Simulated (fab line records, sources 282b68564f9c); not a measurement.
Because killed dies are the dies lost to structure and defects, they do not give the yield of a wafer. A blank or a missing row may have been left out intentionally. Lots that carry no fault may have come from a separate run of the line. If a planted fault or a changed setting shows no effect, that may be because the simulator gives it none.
A struck lot beside a sound one + flow rit cmos + 18 out of 202 route steps
Sound: these wafers, L315.2, L315.3, L315.6. Struck: wafers L330.1, L330.4, L330.6. Last of all comes the cause.
At each step with rows: each side's tool, then ch and its chambers, then its first start. Under that, the readings that differ: sound wafers + struck wafers + difference of the means + sigmas: that difference in standard deviations of wafers without a fault.
alike: readings whose means differ by less than 2 such deviations, and words and numbers that are the same on both sides. not compared: withheld readings, readings that some wafer has no value for, bounds like >300 that may hide the same value, and numbers for which the record gives no deviation and whose values overlap.
The two part at a step that has a row with sigmas, a row that says differs or no value, or rows on one side only. When numbers do not overlap yet have no deviation, they are printed without sigmas and do not part them. A reading missing from all wafers of one side parts the sides only when that side holds two or more wafers.

first, 4 steps without rows for these wafers: RIT_PSD_SOFTBAKE_02 (time 59.03 s); RIT_PSD_EXPOSE_03 (exposes mask M10, target cd 40900 nm); RIT_PSD_PEB_04; RIT_PSD_DEVELOP_05 (develop time 50 s).
RIT_PSD_OVL_MEAS_06:
  sound on overlay-02, day 3 01:44; struck on overlay-01, day 6 04:07
  alike: PSD_OVL
then, 2 steps without rows for these wafers: RIT_PSD_HARDBAKE_07 (time 60 s); RIT_PSD_IMPLANT_08.
RIT_PSD_STRIP_09: strips in O2, time 180 s.
  sound on plasma asher-01 ch 0,1, day 3 02:04; struck on plasma asher-04 ch 0,1, day 6 04:27
  alike: drypump motor current A
  not compared: rf hours counter h
RIT_PSD_TW_MEAS_10:
  sound on film metro-01, day 3 02:15; struck on film metro-01, day 6 04:38
  alike: PSD_TW
then, 3 steps without rows for these wafers: RIT_SDANNEAL_CLEAN_00 (cleans in SC1, time 600 s); RIT_SDANNEAL_CLEAN_01 (cleans in dHF, time 30 s); RIT_SDANNEAL_CLEAN_02 (cleans in SC2, time 600 s).
RIT_SDANNEAL_RTA_03: time 5 s.
  sound on rtp anneal-02 ch 0, day 3 02:41; struck on rtp anneal-02 ch 0, day 6 05:04
  alike: ramp down c per s, wafer_temp_C_max
RIT_SDANNEAL_RS_MEAS_04: uses a four-point probe to measure.
  sound on film metro-02, day 3 02:46; struck on film metro-02, day 6 05:08
| reading         | sound                | struck               | difference | sigmas |
|-----------------|----------------------|----------------------|------------|--------|
| PSD_RS (ohm/sq) | 116.28 116.62 116.52 | 128.35 128.18 128.23 | +11.78     | +41    |
RIT_SDANNEAL_RS_MEAS_05: uses a four-point probe to measure.
  sound on film metro-02, day 3 02:53; struck on film metro-02, day 6 05:15
  alike: NSD_RS
RIT_SDANNEAL_RS_MEAS_06: uses a four-point probe to measure.
  sound on film metro-02, day 3 03:00; struck on film metro-02, day 6 05:22
| reading          | sound             | struck            | difference | sigmas |
|------------------|-------------------|-------------------|------------|--------|
| PLDD_RS (ohm/sq) | 179.1 179.0 179.7 | 191.2 191.5 191.7 | +12.2      | +24    |
RIT_SDANNEAL_RS_MEAS_07: uses a four-point probe to measure.
  sound on film metro-02, day 3 03:07; struck on film metro-02, day 6 05:29
  alike: NLDD_RS
RIT_M1_PROBE_99:
  sound on prober-01, day 3 11:14; struck on prober-02, day 6 12:29
| reading                              | sound             | struck            | difference | sigmas |
|--------------------------------------|-------------------|-------------------|------------|--------|
| killed at front end                  | 11 19 14          | 3 6 6             | -10        | -3     |
| killed dies                          | 11 19 14          | 3 6 6             | -10        | -3     |
| killed short                         | 8 10 8            | 3 4 1             | -6         | -3     |
| model.etest.pmos turned.r on ohm um  | 3409 3314 3430    | 3606 3576 3628    | +219       |        |
| model.etest.pmos_0p3.r on ohm um     | 6216 6117 6220    | 6388 6433 6508    | +259       |        |
| model.etest.pmos turned.drive ua um  | 194.7 199.8 193.7 | 174.9 175.3 174.3 | -21.2      |        |
| model.etest.pmos_0p15.drive ua um    | 257.3 265.5 258   | 247.5 255.9 246.6 | -10.3      |        |
| model.etest.pmos narrow.drive ua um  | 105.4 105.3 105.4 | 103.7 102.2 100.6 | -3.2       |        |
| model.etest.pmos_0p3.drive ua um     | 103.1 105.2 103   | 98.64 100 97.01   | -5.22      |        |
| model.etest.contact pplus.end ohm um | 44.81 45.04 44.09 | 49.92 48.19 48.66 | +4.28      |        |
  alike: killed open
  not compared: model.etest.pmos_0p15.r on ohm um

## WHERE THEY PART
Earliest at RIT_SDANNEAL_RS_MEAS_04; latest, in this record, at RIT_M1_PROBE_99.

WHY: what the simulator had put in
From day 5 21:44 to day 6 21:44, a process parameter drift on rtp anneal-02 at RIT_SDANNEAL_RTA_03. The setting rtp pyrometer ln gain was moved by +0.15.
